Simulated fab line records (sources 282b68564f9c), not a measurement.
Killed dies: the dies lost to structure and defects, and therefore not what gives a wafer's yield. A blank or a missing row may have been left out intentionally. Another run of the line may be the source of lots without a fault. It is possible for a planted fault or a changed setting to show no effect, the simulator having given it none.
What tool caused it? :: flow rit_cmos :: 13 lots, 39 wafers sampled, at 4 steps of a route of 202

WHAT EACH GAUGE READ, for each wafer
RIT_NWELL_OVL_MEAS_06. Usual: NWELL_OVL 1.3 nm, standard deviation 1.5.
lot: L321
measured: day 1 21:45
on: overlay-01
NWELL_OVL (nm): 2.4 2.1 1.4
flag: 

lot: L322
measured: day 2 02:43
on: overlay-01
NWELL_OVL (nm): 2.0 2.7 2.4
flag: 

lot: L323
measured: day 2 08:47
on: overlay-01
NWELL_OVL (nm): -0.6 1.3 1.0
flag: 

lot: L325
measured: day 2 17:59
on: overlay-01
NWELL_OVL (nm): 3.1 0.0 0.8
flag: 

lot: L326
measured: day 2 22:38
on: overlay-02
NWELL_OVL (nm): 0.9 1.3 3.5
flag: 

lot: L328
measured: day 3 12:46
on: overlay-01
NWELL_OVL (nm): - - -
flag: OFF

lot: L338
measured: day 5 10:44
on: overlay-02
NWELL_OVL (nm): 0.8 1.2 0.1
flag: 

lot: L339
measured: day 5 15:16
on: overlay-01
NWELL_OVL (nm): 0.8 -0.2 0.9
flag: 

lot: L340
measured: day 5 22:02
on: overlay-01
NWELL_OVL (nm): 3.2 2.5 0.9
flag: 

lot: L341
measured: day 6 04:26
on: overlay-01
NWELL_OVL (nm): 2.8 2.7 0.2
flag: 

lot: L342
measured: day 6 07:23
on: overlay-01
NWELL_OVL (nm): 4.4 6.0 3.3
flag: 

lot: L343
measured: day 6 11:28
on: overlay-02
NWELL_OVL (nm): 2.0 0.4 0.2
flag: 

lot: L344
measured: day 6 18:53
on: overlay-01
NWELL_OVL (nm): 3.4 0.4 2.7
flag: 

RIT_NWELL_TW_MEAS_10. Usual: NWELL_TW 2119, standard deviation 20.
lot: L321
measured: day 1 22:22
on: film_metro-02
NWELL_TW: 2136 2129 2128
flag: 

lot: L322
measured: day 2 03:20
on: film_metro-03
NWELL_TW: 2110 2107 2116
flag: 

lot: L323
measured: day 2 09:27
on: film_metro-02
NWELL_TW: 2150 2122 2137
flag: 

lot: L325
measured: day 2 18:37
on: film_metro-03
NWELL_TW: 2113 2114 2108
flag: 

lot: L326
measured: day 2 23:15
on: film_metro-03
NWELL_TW: 2105 2099 2105
flag: 

lot: L328
measured: day 3 13:22
on: film_metro-02
NWELL_TW: 30 30 30
flag: OFF

lot: L338
measured: day 5 11:27
on: film_metro-02
NWELL_TW: 2166 2146 2155
flag: 

lot: L339
measured: day 5 15:52
on: film_metro-03
NWELL_TW: 2105 2105 2106
flag: 

lot: L340
measured: day 5 22:38
on: film_metro-04
NWELL_TW: 2095 2103 2088
flag: 

lot: L341
measured: day 6 05:03
on: film_metro-03
NWELL_TW: 2094 2115 2113
flag: 

lot: L342
measured: day 6 08:00
on: film_metro-02
NWELL_TW: 2152 2153 2144
flag: 

lot: L343
measured: day 6 12:05
on: film_metro-02
NWELL_TW: 2159 2158 2150
flag: 

lot: L344
measured: day 6 19:31
on: film_metro-03
NWELL_TW: 2107 2116 2117
flag: 

RIT_PWELL_TW_MEAS_10. Usual: PWELL_TW 941, standard deviation 8.5.
lot: L321
measured: day 2 00:02
on: film_metro-04
PWELL_TW: 936 930 935
flag: 

lot: L322
measured: day 2 04:53
on: film_metro-03
PWELL_TW: 944 938 939
flag: 

lot: L323
measured: day 2 11:00
on: film_metro-02
PWELL_TW: 947 952 944
flag: 

lot: L325
measured: day 2 20:17
on: film_metro-03
PWELL_TW: 940 937 941
flag: 

lot: L326
measured: day 3 00:55
on: film_metro-04
PWELL_TW: 932 930 933
flag: 

lot: L328
measured: day 3 15:15
on: film_metro-02
PWELL_TW: 2178 2189 2180
flag: OFF

lot: L338
measured: day 5 13:08
on: film_metro-03
PWELL_TW: 933 940 936
flag: 

lot: L339
measured: day 5 17:32
on: film_metro-02
PWELL_TW: 962 959 956
flag: 

lot: L340
measured: day 6 00:19
on: film_metro-03
PWELL_TW: 941 933 941
flag: 

lot: L341
measured: day 6 06:44
on: film_metro-02
PWELL_TW: 962 957 957
flag: 

lot: L342
measured: day 6 09:55
on: film_metro-03
PWELL_TW: 944 940 941
flag: 

lot: L343
measured: day 6 13:38
on: film_metro-04
PWELL_TW: 927 925 925
flag: 

lot: L344
measured: day 6 21:11
on: film_metro-03
PWELL_TW: 941 944 940
flag: 

EACH LOT AND THE TOOL THAT RAN IT (in order: tool; ch and the chambers of the sampled wafers; start)
lot: L321
RIT_NWELL_EXPOSE_03: iline_stepper-01 ch 0, day 1 21:19

lot: L322
RIT_NWELL_EXPOSE_03: iline_stepper-02 ch 0, day 2 02:18

lot: L323
RIT_NWELL_EXPOSE_03: iline_stepper-01 ch 0, day 2 08:10

lot: L325
RIT_NWELL_EXPOSE_03: iline_stepper-01 ch 0, day 2 17:35

lot: L326
RIT_NWELL_EXPOSE_03: iline_stepper-02 ch 0, day 2 22:13

lot: L328
RIT_NWELL_EXPOSE_03: iline_stepper-02 ch 0, day 3 12:20

lot: L338
RIT_NWELL_EXPOSE_03: iline_stepper-02 ch 0, day 5 10:18

lot: L339
RIT_NWELL_EXPOSE_03: iline_stepper-02 ch 0, day 5 14:50

lot: L340
RIT_NWELL_EXPOSE_03: iline_stepper-01 ch 0, day 5 21:36

lot: L341
RIT_NWELL_EXPOSE_03: iline_stepper-02 ch 0, day 6 04:01

lot: L342
RIT_NWELL_EXPOSE_03: iline_stepper-01 ch 0, day 6 06:59

lot: L343
RIT_NWELL_EXPOSE_03: iline_stepper-01 ch 0, day 6 11:04

lot: L344
RIT_NWELL_EXPOSE_03: iline_stepper-02 ch 0, day 6 18:29
- RIT_NWELL_EXPOSE_03: exposes mask M2, target cd 43900 nm.

WHAT THE TOOLS THEMSELVES READ (means of the sampled wafers that have a number; where no wafer has one, the mark that the record gives instead)
The record holds no such reading with a usual standard deviation.

THE ANSWER, worked out from the rows above alone
Rule: a lot counts as off when the mean over its wafers that have a number is more than 3 standard deviations away from the usual mean. A lot without any number at a reading at which 4 lots or more have one is off too. All remaining lots with rows at the step are treated as sound. After the gauges, taken in route order, come the tools' own readings; for these a lot's mean is taken, as printed above. The first step at which some lot is off is used, and at that step the reading that is off furthest; a lot without a number counts as furthest.
Off: L328, seen at RIT_NWELL_OVL_MEAS_06 (NWELL_OVL). Without a number there: L328.
A tool fits if, at a process step before that reading, it ran every lot that is off, and no sound lot after the first of them. Not tried: the gauges at RIT_NWELL_OVL_MEAS_06; whatever is off there is also off at RIT_NWELL_TW_MEAS_10, on other tools, and gauge error can't account for it. Of those tried, none fits.

WHAT HAD BEEN PUT IN BY THE SIMULATOR
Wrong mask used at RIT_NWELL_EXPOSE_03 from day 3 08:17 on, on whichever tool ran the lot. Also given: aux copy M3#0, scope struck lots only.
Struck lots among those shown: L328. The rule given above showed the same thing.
